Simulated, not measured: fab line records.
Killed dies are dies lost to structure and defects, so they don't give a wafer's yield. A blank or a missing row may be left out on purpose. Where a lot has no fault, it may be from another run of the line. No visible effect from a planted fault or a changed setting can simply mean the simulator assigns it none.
Problem report, 8D (eight disciplines) form, completed by code + flow rit cmos + the parts of the form that need people (team, actions taken, sign-off) are left out

## 1. THE PROBLEM
Mean of heater power total W at RIT_NSD_SOFTBAKE_02: 33.73 W across 6 wafers in 2 lots; on wafers with no fault it is 34.57 W (standard deviation 0.048). That is -18 standard deviations from the usual mean.
The step: time 60 s.
First observed at day 5 12:14: wafer L774.2, on litho track-04. Wafers with a number at this step in the record: 42, from 14 lots. Rule for "out", or "out of limits": more than 4 standard deviations from the usual mean. Any other wafer with a number is counted as sound.

## 2. WHAT THIS IS AND IS NOT
| question                    | is                                 | is not                                                                                             |
|-----------------------------|------------------------------------|----------------------------------------------------------------------------------------------------|
| which readings at this step | heater power total W, plate temp C | -                                                                                                  |
| which lots                  | L774, L777                         | L763, L764, L765, L766, L772, L773, L778, L779, L780, L781, L782, L786                             |
| which wafers of those lots  | all that have a number             | -                                                                                                  |
| read on which tools         | litho track-04                     | litho track-01, litho track-03                                                                     |
| when                        | from day 5 12:14                   | up to then (18 sound wafers); but 18 sound wafers of L778, L779, L780, L781, L782, L786 came after |

## 3. THE SUSPECTS, EACH WITH WHAT RULES IT OUT
Counting: a tool at any process step up to the reading remains a suspect when it ran all the lots that are out and ran no sound lot after the first of those.
- litho track-04 at RIT_NSD_SOFTBAKE_02 (time 60 s): kept. It processed each lot that is out, first L774 at day 5 12:14, and no sound lot thereafter; up to then, the last sound lot it processed was L766 at day 3 15:16. Out on those wafers are its own readings of heater power total W, plate temp C.
The count leaves litho track-04 at RIT_NSD_SOFTBAKE_02.

## 4. THE CAUSE (what the simulator had put in)
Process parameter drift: litho track-04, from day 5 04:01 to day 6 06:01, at RIT_NSD_SOFTBAKE_02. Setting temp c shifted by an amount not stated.
Only this tool survived the counting.

## 5. THE CHAIN OF EFFECTS, in route order
One row per reading whose mean, taken over the struck wafers that have a number, lies over 3 standard deviations from the usual. Only readings whose record carries a usual standard deviation are examined. hours: median over the lots of the time between each lot's start at the first step of this table that gives one and its start at this step. sigmas: the change, counted in usual standard deviations.
| hours | step                | reading              | usual   | on struck wafers | change | sigmas |
|-------|---------------------|----------------------|---------|------------------|--------|--------|
| 0     | RIT_NSD_SOFTBAKE_02 | heater power total W | 34.57 W | 33.73            | -0.84  | -18    |
| 0     | RIT_NSD_SOFTBAKE_02 | plate temp C         | 89.98 C | 88.39            | -1.59  | -13    |
The process steps in it:
- RIT_NSD_SOFTBAKE_02: time 60 s.

## 6. WHAT WOULD HAVE CAUGHT IT SOONER
First out-of-limits reading in this record: day 5 12:14, which is 8 hours after fault onset at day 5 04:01.
